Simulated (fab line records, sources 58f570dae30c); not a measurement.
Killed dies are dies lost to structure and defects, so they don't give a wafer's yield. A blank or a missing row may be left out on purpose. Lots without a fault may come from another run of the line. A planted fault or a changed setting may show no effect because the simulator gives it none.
Chamber matching | flow berkeley_cmos170 | UCB170_V2_CMP_02 on cmp-02: 4 sister chambers
The step polishes SiO2. 14 wafers are shown with their chamber, then 7 later ones without.

WAFERS WITH THEIR CHAMBER
wafer  | chamber | motor_current_A (A) | retaining_ring_pressure_frac | head_pressure_psi (psi)
L784.1 | 3       | 15.3                | 1.001                        | 6.004
L784.4 | 2       | 18.3                | 1.003                        | 5.996
L784.5 | 1       | 18.2                | 1.002                        | 5.993
L792.2 | 3       | 15.8                | 1.007                        | 6.013
L792.3 | 1       | 17.7                | 1.006                        | 5.993
L792.6 | 1       | 17.8                | 0.994                        | 6.011
L794.2 | 0       | 13.7                | 0.991                        | 6.005
L794.3 | 2       | 18.1                | 1.003                        | 6.006
L794.4 | 3       | 16.2                | 0.998                        | 6.010
L796.3 | 2       | 18.5                | 0.998                        | 5.996
L796.4 | 3       | 15.4                | 0.999                        | 5.986
L796.5 | 3       | 15.4                | 0.991                        | 6.001
L801.3 | 2       | 17.9                | 1.002                        | 5.991
L801.4 | 3       | 15.4                | 0.999                        | 6.013

SIGNATURES (means of the wafers above)
reading                      | chamber 0 | chamber 1 | chamber 2 | chamber 3 | scatter within a chamber
motor_current_A              | 13.700    | 17.900    | 18.200    | 15.583    | 0.308
retaining_ring_pressure_frac | 0.99100   | 1.00067   | 1.00150   | 0.99917   | 0.00474
head_pressure_psi            | 6.00500   | 5.99900   | 5.99725   | 6.00450   | 0.0093
Rule: a wafer's distance from a chamber is the root of the sum, over the readings, of the square of ((its reading less the chamber's mean) divided by the reading's scatter). The wafer belongs to the nearest chamber; if the next one is less than 2 further off, it can't be placed. The scatter: the root of (the sum of the squares of (reading less its chamber's mean) over the shown wafers, divided by (wafers less chambers)).

WAFERS WITHOUT THEIR CHAMBER
wafer  | motor_current_A (A) | retaining_ring_pressure_frac | head_pressure_psi (psi)
L801.5 | 18.4                | 1.002                        | 6.011
L800.1 | 15.2                | 1.005                        | 6.016
L800.3 | 18.4                | 1.003                        | 5.988
L800.4 | 12.9                | 1.000                        | 6.008
L802.2 | 12.8                | 0.994                        | 5.987
L802.4 | 16.1                | 0.996                        | 5.995
L802.6 | 18.4                | 1.003                        | 5.992

WHICH CHAMBER EACH WENT THROUGH
wafer  | from the rows above     | in truth
L801.5 | can't be placed: 2 or 1 | 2
L800.1 | 3                       | 3
L800.3 | can't be placed: 2 or 1 | 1
L800.4 | 0                       | 0
L802.2 | 0                       | 0
L802.4 | 3                       | 3
L802.6 | can't be placed: 2 or 1 | 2
Placed correctly: 4 of 7. Can't be placed from these rows: 3 (the true chamber is among the candidates in 3). Placed wrongly: 0.
